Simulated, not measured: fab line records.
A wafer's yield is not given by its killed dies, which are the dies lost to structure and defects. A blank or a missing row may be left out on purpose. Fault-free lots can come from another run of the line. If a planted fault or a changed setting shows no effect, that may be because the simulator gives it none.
Check of tool commonality + flow berkeley cmos170 + Sample size 14 lots and 42 wafers

== WHAT PROMPTED THE OPENING ==
At UCB170_NSD_TW_MEAS_10 the reading NSD_TW is flagged on 2 of 14 lots. No-fault wafers: 4188, standard deviation 36.
Rule: flag the lot when none of its wafers has a number, or when each of its wafers that has one lies beyond 4 standard deviations from that mean. The rest of the lots are taken to be sound.

| lot  | measured     | on            | NSD_TW, wafer by wafer | flag    |
|------|--------------|---------------|------------------------|---------|
| L759 | day 7 00:16  | film metro-04 | 4153 4153 4187         |         |
| L758 | day 7 00:19  | film metro-02 | 4251 4214 4227         |         |
| L760 | day 7 01:08  | film metro-04 | 4146 4170 4176         |         |
| L762 | day 7 13:14  | film metro-01 | 4165 4168 4185         |         |
| L764 | day 8 00:07  | film metro-02 | 4228 4218 4236         |         |
| L763 | day 8 00:20  | film metro-04 | 4143 4140 4145         |         |
| L766 | day 8 04:59  | film metro-02 | 4196 4221 4215         |         |
| L769 | day 9 10:23  | film metro-02 | 4224 4234 4221         |         |
| L772 | day 9 20:58  | film metro-04 | 4138 4148 4154         |         |
| L771 | day 9 21:13  | film metro-01 | 3697 3680 3702         | FLAGGED |
| L770 | day 9 21:32  | film metro-01 | 3684 3681 3690         | FLAGGED |
| L777 | day 10 00:19 | film metro-01 | 4193 4167 4181         |         |
| L775 | day 10 09:29 | film metro-02 | 4232 4193 4198         |         |
| L780 | day 11 08:55 | film metro-01 | 4167 4182 4201         |         |
On average the flagged lots' numbers are 3689, which is -499 against the usual, or -14 standard deviations.

== WHICH TOOL EACH LOT WENT THROUGH ==
2 process steps preceding the reading are held in the record, out of 331 steps in the route. Cell contents, in order: the tool; ch with the chambers the sampled wafers went through; the start.
| lot  | flag    | UCB170_NSD_IMPLANT_08           | UCB170_NSD_STRIP_09                  |
|------|---------|---------------------------------|--------------------------------------|
| L759 |         | implanter-04 ch 0, day 7 00:01  | plasma asher-02 ch 0,1, day 7 00:10  |
| L758 |         | implanter-03 ch 0, day 7 00:04  | plasma asher-03 ch 1, day 7 00:13    |
| L760 |         | implanter-04 ch 0, day 7 00:55  | plasma asher-04 ch 0,1, day 7 01:01  |
| L762 |         | implanter-02 ch 0, day 7 13:01  | plasma asher-03 ch 0,1, day 7 13:08  |
| L764 |         | implanter-04 ch 0, day 7 23:53  | plasma asher-02 ch 0,1, day 8 00:01  |
| L763 |         | implanter-03 ch 0, day 8 00:05  | plasma asher-04 ch 0,1, day 8 00:14  |
| L766 |         | implanter-03 ch 0, day 8 04:45  | plasma asher-03 ch 0,1, day 8 04:52  |
| L769 |         | implanter-04 ch 0, day 9 10:08  | plasma asher-04 ch 0,1, day 9 10:17  |
| L772 |         | implanter-02 ch 0, day 9 20:43  | plasma asher-02 ch 0,1, day 9 20:52  |
| L771 | FLAGGED | implanter-04 ch 0, day 9 20:58  | plasma asher-04 ch 0,1, day 9 21:07  |
| L770 | FLAGGED | implanter-04 ch 0, day 9 21:18  | plasma asher-04 ch 1, day 9 21:25    |
| L777 |         | implanter-02 ch 0, day 10 00:05 | plasma asher-02 ch 0,1, day 10 00:13 |
| L775 |         | implanter-02 ch 0, day 10 09:14 | plasma asher-03 ch 0,1, day 10 09:23 |
| L780 |         | implanter-03 ch 0, day 11 08:41 | plasma asher-02 ch 0,1, day 11 08:48 |
What the steps here do:
- UCB170_NSD_IMPLANT_08
- UCB170_NSD_STRIP_09: strips in O2.
- UCB170_NSD_TW_MEAS_10

== FLAGGED AGAINST TOTAL, ONE TOOL AT A TIME (gauges that did the reading follow at the end) ==
| step                  | tool            | lots run | flagged | share of the flagged lots | sound lots run after its first flagged lot |
|-----------------------|-----------------|----------|---------|---------------------------|--------------------------------------------|
| UCB170_NSD_IMPLANT_08 | implanter-02    | 4        | 0       | none                      | -                                          |
| UCB170_NSD_IMPLANT_08 | implanter-03    | 4        | 0       | none                      | -                                          |
| UCB170_NSD_IMPLANT_08 | implanter-04    | 6        | 2       | all                       | 0                                          |
| UCB170_NSD_STRIP_09   | plasma asher-02 | 5        | 0       | none                      | -                                          |
| UCB170_NSD_STRIP_09   | plasma asher-03 | 4        | 0       | none                      | -                                          |
| UCB170_NSD_STRIP_09   | plasma asher-04 | 5        | 2       | all                       | 0                                          |
| UCB170_NSD_TW_MEAS_10 | film metro-01   | 5        | 2       | all                       | 2 (L777,L780)                              |
| UCB170_NSD_TW_MEAS_10 | film metro-02   | 5        | 0       | none                      | -                                          |
| UCB170_NSD_TW_MEAS_10 | film metro-04   | 4        | 0       | none                      | -                                          |

== WHAT THE TABLE ALLOWS ==
3 rows of the table ran every flagged lot: implanter-04 at UCB170_NSD_IMPLANT_08, plasma asher-04 at UCB170_NSD_STRIP_09, film metro-01 at UCB170_NSD_TW_MEAS_10.
- implanter-04 at UCB170_NSD_IMPLANT_08 ran 6 lots, 2 of them flagged. Last sound lot L769 at day 9 10:08, first flagged lot L771 at day 9 20:58; a fault beginning in between fits. Its own readings lie more than 4 standard deviations out on every wafer of the flagged lots: dose ions cm2, end station pressure torr, faraday current uA.
- plasma asher-04 at UCB170_NSD_STRIP_09 ran 5 lots, 2 of them flagged. Last sound lot L769 at day 9 10:17, first flagged lot L771 at day 9 21:07; a fault beginning in between fits. Its own readings lie more than 4 standard deviations out on every wafer of the flagged lots: oes product au, strip time to endpoint s.
- film metro-01 at UCB170_NSD_TW_MEAS_10 ran 5 lots, 2 of them flagged. Lots that were sound ran on it after the first flagged one (L777, L780); a persistent fault on the entire tool would not allow that.
Counting lots can't tell these 2 tools apart, because each fits a fault that began at some hour. More lots, or a look at what each step does to the wafer, might.

== WHAT WAS PUT IN BY THE SIMULATOR ==
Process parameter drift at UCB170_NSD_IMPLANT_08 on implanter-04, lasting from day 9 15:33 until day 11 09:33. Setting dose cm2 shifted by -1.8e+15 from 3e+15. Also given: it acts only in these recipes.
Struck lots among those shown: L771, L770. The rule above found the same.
